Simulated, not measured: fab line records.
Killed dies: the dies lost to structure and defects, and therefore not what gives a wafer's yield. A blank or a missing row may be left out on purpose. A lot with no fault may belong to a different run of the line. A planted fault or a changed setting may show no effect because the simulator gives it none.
A lot that was struck, set against a sound lot | flow berkeley_cmos170 | 26 steps out of a route of 331
Sound: wafers L674.3, L674.4, L674.6. The struck wafers were L684.2, L684.4, L684.5. At the end, the cause is stated.
For every step that has rows: the tool of each side, followed by ch and its chambers, followed by its first start. Under that, the readings that differ: sound wafers | struck wafers | difference of the means | sigmas: that difference in standard deviations of wafers without a fault.
alike: same words and numbers on both sides, and readings whose means sit less than 2 such deviations apart. not compared: any withheld reading, any reading some wafer has no value for, any bound like >300 that may hide the same value, and any number with overlapping values for which the record gives no deviation.
Wherever a step has rows on one side only, a row that says differs or no value, or a row with sigmas, the two part there. Non-overlapping numbers with no deviation appear without sigmas and do not part them. A reading missing from all wafers of one side parts the sides only when that side holds two or more wafers.

first, 4 steps without rows for these wafers: UCB170_M2_SOFTBAKE_11 (time 60 s); UCB170_M2_EXPOSE_12 (exposes mask METAL2, target cd 700 nm); UCB170_M2_PEB_13; UCB170_M2_DEVELOP_14 (develop time 45 s).
UCB170_M2_CD_MEAS_15 targets a cd of 700 nm.
  sound on cd_sem-02 at day 8 00:30; struck on cd_sem-01 at day 9 17:04
  alike: cd_nm
UCB170_M2_OVL_MEAS_16:
  sound on overlay-01 at day 8 00:35; struck on overlay-01 at day 9 17:10
  alike: M2_OVL
UCB170_M2_ETCH_17: etches BARC in N2/H2.
  sound on rie_diel-04 ch 0,3, day 8 00:37; struck on rie_diel-01 ch 0,2,3, day 9 17:12
  alike: chamber_pressure_mTorr, drypump_motor_current_A, oes_product_au, throttle_valve_pct
UCB170_M2_METAL_ETCH_18: etches Al in Cl2/BCl3, stops on SiO2, target depth 1170 nm, time 195 s.
  sound on rie_metal-03 ch 0, day 8 00:47; struck on rie_metal-03 ch 0, day 9 17:18
  alike: chamber_pressure_mTorr, drypump_motor_current_A, oes_product_au, throttle_valve_pct
  not compared: rf_hours_counter_h
UCB170_M2_STRIP_19: strips in O2.
  sound on plasma_asher-01 ch 0,1, day 8 01:04; struck on plasma_asher-01 ch 0,1, day 9 17:37
  alike: chamber_pressure_mTorr, drypump_motor_current_A, oes_product_au
  not compared: rf_hours_counter_h
UCB170_M2_CD_MEAS_90 targets a cd of 700 nm.
  sound on cd_sem-01 at day 8 01:10; struck on cd_sem-02 at day 9 17:46
  alike: cd_nm
UCB170_V2_CVD_00: deposits SiO2 from TEOS/O2, target thk 2000 nm, time 250 s.
  sound on pecvd-02 ch 0,1, day 8 01:15; struck on pecvd-04 ch 0,1, day 9 17:54
  alike: heater_power_w
UCB170_V2_THK_MEAS_01:
  sound on film_metro-02 at day 8 01:25; struck on film_metro-02 at day 9 18:04
  alike: V2_TEOS_THK
UCB170_V2_CMP_02: polishes SiO2.
  sound on cmp-01 ch 0,2, day 8 01:31; struck on cmp-01 ch 0,1,3, day 9 18:22
  no value came back on the struck wafers for edge_zone_pressure_frac, head_pressure_psi (psi), motor_current_A (A); on the sound wafers edge_zone_pressure_frac reads 1.001 0.990 0.994
  reading                             | sound          | struck         | difference | sigmas
  model.SiO2_of_V2_CVD_00.thk_nm (nm) | 998.6 1000 999 | 1977 2001 2008 | +996       |
UCB170_V2_BOW_MEAS_03:
  sound on film_metro-04 at day 8 01:48; struck on film_metro-02 at day 9 18:35
  reading     | sound    | struck   | difference | sigmas
  V2_BOW (um) | 41 24 24 | 45 61 44 | +20        | +2
UCB170_V2_THK_MEAS_04:
  sound on film_metro-04 at day 8 01:54; struck on film_metro-02 at day 9 18:41
  reading              | sound             | struck               | difference | sigmas
  V2_POLISHED_THK (nm) | 998.6 999.5 998.3 | 1976.9 2001.5 2009.3 | +997.1     | +99 or more
then, 7 steps without rows for these wafers: UCB170_V2_CLEAN_05 (cleans in DIW); UCB170_V2_HMDS_06 (prime time 60 s); UCB170_V2_COAT_07 (resist thk 900 nm); UCB170_V2_SOFTBAKE_08 (time 60 s); UCB170_V2_EXPOSE_09 (exposes mask VIA2, target cd 700 nm); UCB170_V2_PEB_10; UCB170_V2_DEVELOP_11 (develop time 45 s).
UCB170_V2_CD_MEAS_12 targets a cd of 700 nm.
  sound on cd_sem-02 at day 8 04:18; struck on cd_sem-01 at day 9 20:16
  alike: cd_nm
UCB170_V2_OVL_MEAS_13:
  sound on overlay-02 at day 8 04:23; struck on overlay-01 at day 9 20:23
  alike: V2_OVL
UCB170_V2_ETCH_14: etches SiO2 in CHF3/CF4/Ar, stops on Al, target depth 1250 nm, time 291 s.
  sound on rie_diel-04 ch 0,2,3, day 8 04:25; struck on rie_diel-01 ch 0,1,3, day 9 20:25
  reading                        | sound             | struck            | difference | sigmas
  oes_product_au (a.u.)          | 0.886 0.878 0.864 | 1.626 1.606 1.599 | +0.734     | +67
  model.etch.depth_nm (nm)       | 998.6 1000 999    | 1238 1245 1249    | +245       |
  model.V2.feature_depth_nm (nm) | 998.6 1000 999.6  | 1238 1245 1249    | +245       |
  alike: chamber_pressure_mTorr, drypump_motor_current_A, throttle_valve_pct
  not compared: rf_hours_counter_h
UCB170_V2_STRIP_15: strips in O2.
  sound on plasma_asher-02 ch 0,1, day 8 04:37; struck on plasma_asher-02 ch 0,1, day 9 20:35
  alike: chamber_pressure_mTorr, drypump_motor_current_A, oes_product_au, strip_time_to_endpoint_s
  not compared: rf_hours_counter_h

== WHERE THEY PART ==
Earliest at UCB170_V2_CMP_02; latest, in this record, at UCB170_V2_ETCH_14. Later steps at which nothing parts them and some readings are alike: UCB170_V2_STRIP_15.

WHY: what had been put in by the simulator
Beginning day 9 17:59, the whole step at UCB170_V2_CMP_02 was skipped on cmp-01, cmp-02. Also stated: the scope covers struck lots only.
